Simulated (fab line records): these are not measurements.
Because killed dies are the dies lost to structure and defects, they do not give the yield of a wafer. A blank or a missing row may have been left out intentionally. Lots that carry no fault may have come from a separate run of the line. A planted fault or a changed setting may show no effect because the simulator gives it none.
Which of the tools did it? + flow berkeley cmos170 + 39 wafers from 13 lots sampled at 5 of the route's 331 steps

WHAT THE GAUGES SHOWED, per wafer
UCB170_ACTIVE_CD_MEAS_90: target cd 1200 nm.
| lot  | measured    | on        | cd nm (nm)           |
|------|-------------|-----------|----------------------|
| L139 | day 5 15:30 | cd sem-02 | 1201.1 1202.2 1201.0 |
| L141 | day 6 02:41 | cd sem-01 | 1200.3 1200.7 1201.7 |
| L142 | day 6 17:29 | cd sem-02 | 1199.7 1198.7 1199.4 |
| L144 | day 6 17:44 | cd sem-02 | 1202.1 1203.0 1204.2 |
| L148 | day 7 07:10 | cd sem-02 | 1201.4 1201.8 1201.4 |
| L147 | day 7 07:40 | cd sem-01 | 1200.7 1199.4 1200.2 |
| L146 | day 7 07:55 | cd sem-01 | 1201.1 1200.8 1199.6 |
| L150 | day 7 18:20 | cd sem-01 | 1200.6 1202.2 1200.3 |
| L156 | day 8 05:14 | cd sem-01 | 1199.1 1199.8 1198.4 |
| L154 | day 8 05:34 | cd sem-01 | 1200.0 1200.9 1201.0 |
| L157 | day 8 20:37 | cd sem-02 | 1201.3 1201.7 1199.3 |
| L159 | day 9 08:31 | cd sem-02 | 1199.7 1199.5 1199.9 |
| L161 | day 9 19:10 | cd sem-02 | 1202.0 1201.3 1200.4 |

UCB170_NSD_CD_MEAS_06: target cd 1200 nm.
| lot  | measured     | on        | cd nm (nm)           |
|------|--------------|-----------|----------------------|
| L139 | day 8 16:23  | cd sem-02 | 1198.7 1199.5 1198.0 |
| L141 | day 9 05:10  | cd sem-02 | 1198.8 1199.0 1198.2 |
| L142 | day 9 14:50  | cd sem-02 | 1199.6 1200.5 1198.9 |
| L144 | day 9 15:02  | cd sem-02 | 1199.5 1199.1 1198.7 |
| L148 | day 10 08:41 | cd sem-02 | 1200.0 1197.8 1197.8 |
| L147 | day 10 09:18 | cd sem-01 | 1201.3 1202.1 1201.1 |
| L146 | day 10 07:59 | cd sem-01 | 1199.0 1199.4 1199.5 |
| L150 | day 10 22:50 | cd sem-02 | 1199.8 1198.8 1199.5 |
| L156 | day 11 12:51 | cd sem-01 | 1199.9 1199.5 1199.1 |
| L154 | day 11 12:47 | cd sem-02 | 1201.2 1201.2 1201.7 |
| L157 | day 11 22:46 | cd sem-02 | 1200.5 1201.1 1200.3 |
| L159 | day 12 13:47 | cd sem-01 | 1202.0 1201.0 1201.1 |
| L161 | day 12 23:19 | cd sem-02 | 1199.5 1199.8 1200.7 |

UCB170_M3_THK_MEAS_03: measures by xrf.
| lot  | measured     | on            | M3_AL_THK (nm) |
|------|--------------|---------------|----------------|
| L139 | day 9 14:10  | film metro-04 | 890 878 912    |
| L141 | day 10 04:22 | film metro-03 | 889 905 884    |
| L142 | day 10 16:19 | film metro-04 | 907 916 896    |
| L144 | day 10 17:01 | film metro-01 | 904 905 912    |
| L148 | day 11 07:38 | film metro-01 | 907 905 902    |
| L147 | day 11 10:23 | film metro-01 | 911 905 910    |
| L146 | day 11 08:23 | film metro-03 | 908 909 896    |
| L150 | day 11 23:35 | film metro-01 | 905 902 906    |
| L156 | day 12 14:28 | film metro-04 | 903 908 901    |
| L154 | day 12 09:03 | film metro-03 | 904 900 900    |
| L157 | day 12 22:59 | film metro-01 | 933 904 910    |
| L159 | day 13 10:52 | film metro-04 | 891 881 886    |
| L161 | day 13 23:57 | film metro-03 | 903 905 902    |

WHICH TOOL RAN EACH LOT (tool, then ch and the chambers of the sampled wafers, then the start)
| lot  | UCB170_V2_ETCH_14                  | UCB170_V2_STRIP_15                   |
|------|------------------------------------|--------------------------------------|
| L139 | rie diel-04 ch 1,2, day 9 13:29    | plasma asher-04 ch 0,1, day 9 13:40  |
| L141 | rie diel-01 ch 1,3, day 10 03:41   | plasma asher-03 ch 0, day 10 03:52   |
| L142 | rie diel-01 ch 0,3, day 10 15:38   | plasma asher-02 ch 0,1, day 10 15:50 |
| L144 | rie diel-03 ch 0,1,2, day 10 16:16 | plasma asher-03 ch 0,1, day 10 16:27 |
| L148 | rie diel-04 ch 2,3, day 11 06:58   | plasma asher-04 ch 0,1, day 11 07:09 |
| L147 | rie diel-01 ch 0,1,3, day 11 09:43 | plasma asher-04 ch 0,1, day 11 09:53 |
| L146 | rie diel-01 ch 1,2, day 11 07:41   | plasma asher-02 ch 0,1, day 11 07:52 |
| L150 | rie diel-01 ch 1,2, day 11 22:55   | plasma asher-02 ch 0,1, day 11 23:05 |
| L156 | rie diel-03 ch 0,2,3, day 12 13:47 | plasma asher-02 ch 0,1, day 12 13:58 |
| L154 | rie diel-04 ch 2,3, day 12 08:22   | plasma asher-02 ch 0,1, day 12 08:33 |
| L157 | rie diel-04 ch 1,2, day 12 22:18   | plasma asher-02 ch 0,1, day 12 22:29 |
| L159 | rie diel-03 ch 0,3, day 13 10:10   | plasma asher-04 ch 0,1, day 13 10:20 |
| L161 | rie diel-03 ch 0,1,2, day 13 23:14 | plasma asher-02 ch 0,1, day 13 23:27 |
- UCB170_V2_ETCH_14: etches SiO2 in CHF3/CF4/Ar, stops on Al, target depth 1250 nm, time 291 s.
- UCB170_V2_STRIP_15: strips in O2.

AS READ BY THE TOOLS THEMSELVES (means over the sampled wafers that have a number; for cases with no such wafer, the mark the record gives instead)
UCB170_V2_ETCH_14.
| lot  | tool        | cf4 flow sccm (sccm) | drypump motor current A (A) | oes product au (a.u.) | rf fwd power W (W) | throttle valve pct (%) |
|------|-------------|----------------------|-----------------------------|-----------------------|--------------------|------------------------|
| L139 | rie diel-04 | 14.96                | 5.1                         | 0.886                 | 700.0              | 6.89                   |
| L141 | rie diel-01 | 15.03                | 5.9                         | 0.859                 | 699.8              | 6.85                   |
| L142 | rie diel-01 | 14.95                | 5.8                         | 0.864                 | 698.3              | 6.92                   |
| L144 | rie diel-03 | 15.02                | 5.9                         | 0.884                 | 699.0              | 6.89                   |
| L148 | rie diel-04 | 15.04                | 5.6                         | 0.872                 | 701.2              | 6.91                   |
| L147 | rie diel-01 | 14.99                | 5.9                         | 0.875                 | 698.9              | 6.95                   |
| L146 | rie diel-01 | 15.04                | 6.2                         | 0.872                 | 698.2              | 6.93                   |
| L150 | rie diel-01 | 14.98                | 6.3                         | 0.873                 | 755.6              | 6.97                   |
| L156 | rie diel-03 | 14.99                | 5.8                         | 0.889                 | 695.3              | 6.86                   |
| L154 | rie diel-04 | 15.00                | 5.6                         | 0.876                 | 698.4              | 6.90                   |
| L157 | rie diel-04 | 14.95                | 5.5                         | 0.874                 | 696.6              | 6.86                   |
| L159 | rie diel-03 | 15.02                | 5.7                         | 0.890                 | 697.1              | 6.92                   |
| L161 | rie diel-03 | 15.01                | 5.9                         | 0.882                 | 698.9              | 6.89                   |

UCB170_V2_STRIP_15.
| lot  | tool            | drypump motor current A (A) | oes product au (a.u.) | strip time to endpoint s (s) |
|------|-----------------|-----------------------------|-----------------------|------------------------------|
| L139 | plasma asher-04 | 5.6                         | 0.720                 | 15.30                        |
| L141 | plasma asher-03 | 5.2                         | 0.719                 | 15.29                        |
| L142 | plasma asher-02 | 5.1                         | 0.719                 | 15.42                        |
| L144 | plasma asher-03 | 6.1                         | 0.719                 | 15.21                        |
| L148 | plasma asher-04 | 5.9                         | 0.719                 | 15.30                        |
| L147 | plasma asher-04 | 5.6                         | 0.727                 | 15.38                        |
| L146 | plasma asher-02 | 5.4                         | 0.719                 | 15.36                        |
| L150 | plasma asher-02 | 5.4                         | 0.722                 | 15.00                        |
| L156 | plasma asher-02 | 5.1                         | 0.718                 | 15.17                        |
| L154 | plasma asher-02 | 5.1                         | 0.725                 | 15.25                        |
| L157 | plasma asher-02 | 5.4                         | 0.721                 | 15.30                        |
| L159 | plasma asher-04 | 5.9                         | 0.723                 | 15.24                        |
| L161 | plasma asher-02 | 5.4                         | 0.719                 | 15.25                        |

THE ANSWER, worked out from the rows above alone
Rule: the usual values come from the lots themselves. Put in order of their means at a reading, lots are off if they are a third of the lots or fewer, leave a main group of 4 or more, and stand apart from it by a gap of 3 or more times the standard deviation of the main group's means; of several such gaps the widest counts. The tables above print the reading to a certain number of digits; a main group whose means all agree to those digits is not used. Also off: a lot with no number at a reading for which 4 or more lots have one. The other lots that the step has rows for count as sound. After the gauges, taken in route order, come the tools' own readings; for these a lot's mean is taken, as printed above. The first step at which some lot is off is used, and at that step the reading that is off furthest; a lot without a number counts as furthest.
Off: L150, at UCB170_V2_ETCH_14 (rf fwd power W). The main group has a mean of 698.5 W with a standard deviation of 1.5.
A tool fits if, at that step or a process step before it, it ran every lot that is off, and no sound lot after the first of them. One fits: UCB170_V2_ETCH_14 on rie diel-01. A fault onset in the window from L147 (day 11 09:43, its last sound lot) to L150 (day 11 22:55, its first lot off) fits.
On the lots that are off, the tool's own readings at UCB170_V2_ETCH_14 differ by more than 5 times the standard deviation of the sound lots' means, which bears it out; rf fwd power W reads 755.6 W there versus 698.5 W on the sound lots.

WHAT WAS PUT IN BY THE SIMULATOR
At UCB170_V2_ETCH_14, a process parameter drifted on rie diel-01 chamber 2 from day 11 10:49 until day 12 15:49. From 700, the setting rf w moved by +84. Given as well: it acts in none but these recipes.
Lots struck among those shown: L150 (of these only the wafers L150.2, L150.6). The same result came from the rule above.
